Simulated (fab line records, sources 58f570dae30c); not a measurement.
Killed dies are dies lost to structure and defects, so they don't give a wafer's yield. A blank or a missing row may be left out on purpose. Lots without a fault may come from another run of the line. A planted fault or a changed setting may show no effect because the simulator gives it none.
Which tool did it? | flow berkeley_cmos170 | 14 lots, 42 wafers sampled, at 3 steps of a route of 331

WHAT THE GAUGES READ, wafer by wafer
UCB170_PSD_TW_MEAS_10. Usual: PSD_TW 2342, standard deviation 14.
lot  | measured     | on            | PSD_TW         | flag
L513 | day 7 04:46  | film_metro-02 | 2325 2335 2337 |
L514 | day 7 05:03  | film_metro-03 | 2365 2367 2345 |
L516 | day 7 14:04  | film_metro-02 | 2340 2347 2347 |
L517 | day 7 14:20  | film_metro-04 | 2349 2346 2344 |
L519 | day 7 23:00  | film_metro-03 | 2368 2383 2375 |
L518 | day 7 23:01  | film_metro-02 | 2342 2344 2356 |
L521 | day 8 16:49  | film_metro-02 | 2352 2328 2326 |
L522 | day 8 17:04  | film_metro-02 | 2325 2321 2327 |
L523 | day 9 11:50  | film_metro-03 | 2340 2354 2364 |
L525 | day 9 11:57  | film_metro-04 | 2336 2335 2339 |
L526 | day 10 04:31 | film_metro-04 | 2341 2342 2330 |
L530 | day 10 20:00 | film_metro-04 | 2339 2338 2335 |
L533 | day 11 10:43 | film_metro-04 | 2346 2341 2349 |
L534 | day 11 17:32 | film_metro-02 | 2336 2340 2325 |

UCB170_M1_RS_MEAS_01: measures by four-point-probe. Usual: M1_AL_RS 0.0484 ohm/sq, standard deviation 0.00056.
lot  | measured     | on            | M1_AL_RS (ohm/sq)    | flag
L513 | day 7 17:56  | film_metro-03 | 0.0485 0.0490 0.0487 |
L514 | day 7 17:28  | film_metro-03 | 0.0480 0.0477 0.0480 |
L516 | day 8 00:02  | film_metro-04 | 0.0483 0.0485 0.0484 |
L517 | day 8 02:31  | film_metro-03 | 0.0478 0.0478 0.0474 |
L519 | day 8 08:38  | film_metro-03 | 0.0482 0.0484 0.0485 |
L518 | day 8 08:23  | film_metro-04 | 0.0493 0.0497 0.0495 |
L521 | day 9 01:14  | film_metro-04 | 0.0475 0.0477 0.0479 |
L522 | day 9 03:41  | film_metro-02 | 0.0491 0.0485 0.0485 |
L523 | day 9 21:35  | film_metro-02 | 0.0479 0.0482 0.0479 |
L525 | day 9 21:22  | film_metro-04 | 0.0491 0.0488 0.0490 |
L526 | day 10 14:08 | film_metro-03 | 0.0488 0.0481 0.0490 |
L530 | day 11 08:13 | film_metro-04 | 0.0480 0.0476 0.0474 |
L533 | day 11 21:45 | film_metro-04 | 0.0485 0.0478 0.0476 |
L534 | day 12 06:59 | film_metro-02 | 0.0481 0.0472 0.0481 |

WHICH TOOL RAN EACH LOT (tool, then ch and the chambers of the sampled wafers, then the start)
lot  | UCB170_CONTACT_ETCH_17
L513 | rie_diel-03 ch 0,1,3, day 7 17:18
L514 | rie_diel-01 ch 2,3, day 7 16:49
L516 | rie_diel-03 ch 1,2,3, day 7 23:17
L517 | rie_diel-03 ch 0,2, day 8 01:34
L519 | rie_diel-01 ch 0,2,3, day 8 07:59
L518 | rie_diel-03 ch 0,1, day 8 07:42
L521 | rie_diel-04 ch 0,3, day 9 00:37
L522 | rie_diel-03 ch 0,1,3, day 9 02:53
L523 | rie_diel-03 ch 0,2, day 9 20:57
L525 | rie_diel-01 ch 0,1,2, day 9 20:43
L526 | rie_diel-03 ch 0,2, day 10 13:21
L530 | rie_diel-01 ch 1,2,3, day 11 07:35
L533 | rie_diel-01 ch 0,2,3, day 11 21:07
L534 | rie_diel-03 ch 0,3, day 12 06:19
- UCB170_CONTACT_ETCH_17: etches BARC in N2/H2.

WHAT THE TOOLS THEMSELVES READ (means of the sampled wafers that have a number; where no wafer has one, the mark that the record gives instead)
UCB170_CONTACT_ETCH_17. Usual: drypump_motor_current_A 5.4 A, standard deviation 0.4; oes_product_au 1.000 a.u., standard deviation 0.025; throttle_valve_pct 13.28 %, standard deviation 0.18.
lot  | tool        | drypump_motor_current_A (A) | oes_product_au (a.u.) | throttle_valve_pct (%) | flag
L513 | rie_diel-03 | 5.3                         | 1.010                 | 13.23                  |
L514 | rie_diel-01 | 5.7                         | 0.999                 | 13.20                  |
L516 | rie_diel-03 | 5.2                         | 1.023                 | 13.32                  |
L517 | rie_diel-03 | 5.3                         | 1.005                 | 13.40                  |
L519 | rie_diel-01 | 5.6                         | 1.000                 | 13.26                  |
L518 | rie_diel-03 | 4.9                         | 0.977                 | 13.06                  |
L521 | rie_diel-04 | 5.9                         | 1.006                 | 13.41                  |
L522 | rie_diel-03 | 5.3                         | 1.002                 | 13.24                  |
L523 | rie_diel-03 | 5.4                         | 0.973                 | 13.32                  |
L525 | rie_diel-01 | 5.5                         | 1.000                 | 13.16                  |
L526 | rie_diel-03 | 5.3                         | 1.001                 | 13.40                  |
L530 | rie_diel-01 | 5.4                         | 0.988                 | 13.25                  |
L533 | rie_diel-01 | 5.6                         | 0.994                 | 13.26                  |
L534 | rie_diel-03 | 5.6                         | 1.022                 | 13.42                  |

THE ANSWER, worked out from the rows above alone
Rule: a lot is off if the mean of its wafers that have a number lies more than 3 standard deviations from the usual mean. A lot without any number at a reading at which 4 lots or more have one is off too. The other lots that the step has rows for count as sound. The gauges are gone through in route order, then the tools' own readings, and for those a lot's mean is taken as printed above. The first step at which some lot is off is used, and at that step the reading that is off furthest; a lot without a number counts as furthest.
No lot is off at any reading shown: from this, nothing can be told.

WHAT THE SIMULATOR HAD PUT IN
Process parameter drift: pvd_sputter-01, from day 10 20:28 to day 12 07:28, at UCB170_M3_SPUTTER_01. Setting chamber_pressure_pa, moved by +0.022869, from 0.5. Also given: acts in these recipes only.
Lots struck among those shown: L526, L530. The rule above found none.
